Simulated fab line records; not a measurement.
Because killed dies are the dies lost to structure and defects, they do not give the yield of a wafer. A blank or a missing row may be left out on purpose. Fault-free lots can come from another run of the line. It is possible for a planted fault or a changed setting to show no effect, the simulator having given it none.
A single fault, viewed from 2 desks | flow berkeley-cmos170 | only its own numbers are on each desk; what lay behind them is given at the end

## METROLOGY DESK
What the gauges read for every lot (on any tool): the sampled wafers with a number, averaged. Marked OUT: a lot whose mean sits more than 4 standard deviations from the usual mean, which makes it out of limits; the brackets give that distance.
Columns: A = NWELL_TW at UCB170_NWELL_TW_MEAS_16, usual 1253; B = PFIELD_OVL at UCB170_PFIELD_OVL_MEAS_06, usual -1 nm; C = cd-nm at UCB170_M2_CD_MEAS_15, usual 700.0 nm
lot  | first seen here | A              | B  | C
L634 | day 2 20:56     | 1243           | -5 | 699.0
L635 | day 3 00:05     | 1258           | -5 | 697.6
L639 | day 3 18:17     | 1254           | 3  | 700.3
L640 | day 4 05:20     | 1248           | 3  | 700.2
L641 | day 4 05:36     | 1346 (+13) OUT | -0 | 698.2
L642 | day 4 11:14     | 1355 (+14) OUT | 0  | 699.4
L644 | day 5 00:54     | 1370 (+16) OUT | 5  | 696.6
L646 | day 5 05:28     | 1256           | -1 | 698.4
L647 | day 5 05:38     | 1245           | -7 | 703.4
L648 | day 5 05:47     | 1253           | -1 | 701.3
L649 | day 5 15:38     | 1253           | 2  | 700.3
L650 | day 6 02:04     | 1249           | 1  | 700.1
L652 | day 6 08:02     | 1259           | -1 | 701.2
L653 | day 6 16:26     | 1261           | -4 | 702.8
L656 | day 7 02:04     | 1252           | 0  | 698.0
This desk reports L641, L642, L644 out of limits; the earliest was L641 at day 4 05:36 (NWELL_TW at UCB170_NWELL_TW_MEAS_16). L634, L635, L639, L640, L646, L647, L648, L649, L650, L652, L653, L656 stayed within limits.

## TOOL OWNER'S DESK, implanter-04
UCB170_NWELL_IMPLANT_14, tool's own readings: per-lot mean of the sampled wafers with a number, covering each lot this tool ran. Marked OUT: a lot whose mean sits more than 4 standard deviations from the usual mean, which makes it out of limits; the brackets give that distance.
Columns: A = dose-ions-cm2 at UCB170_NWELL_IMPLANT_14, usual 1.0003e+13; B = faraday-current-uA at UCB170_NWELL_IMPLANT_14, usual 31.8
lot  | first seen here | A                            | B
L634 | day 2 20:39     | 1.0003e+13                   | 31.2
L639 | day 3 18:04     | 1.0008e+13                   | 32.0
L641 | day 4 05:21     | 1.3015e+13 (+99 or more) OUT | 41.7 (+18) OUT
L642 | day 4 11:01     | 1.2995e+13 (+99 or more) OUT | 41.5 (+17) OUT
L644 | day 5 00:41     | 1.2993e+13 (+99 or more) OUT | 41.0 (+16) OUT
This desk finds L641, L642, L644 out of limits, L641 being first, at day 4 05:21 (dose-ions-cm2 at UCB170_NWELL_IMPLANT_14). L634, L639 stayed within limits.

## ALL TOGETHER
The tool owner's desk could have raised an alarm at day 4 05:21, on L641, L642, L644.
On L641, L642, L644, the metrology desk was in a position to raise an alarm at day 4 05:36.
Of the lots named, all ran UCB170_NWELL_IMPLANT_14 on implanter-04.

## WHAT WAS PUT IN BY THE SIMULATOR
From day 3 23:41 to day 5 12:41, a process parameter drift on implanter-04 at UCB170_NWELL_IMPLANT_14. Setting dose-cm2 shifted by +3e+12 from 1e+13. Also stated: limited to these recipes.
Shown lots that were struck: L641, L642, L644.
Time in hours from fault onset to the first out-of-limits reading at each desk: tool owner's desk 6, metrology desk 6.
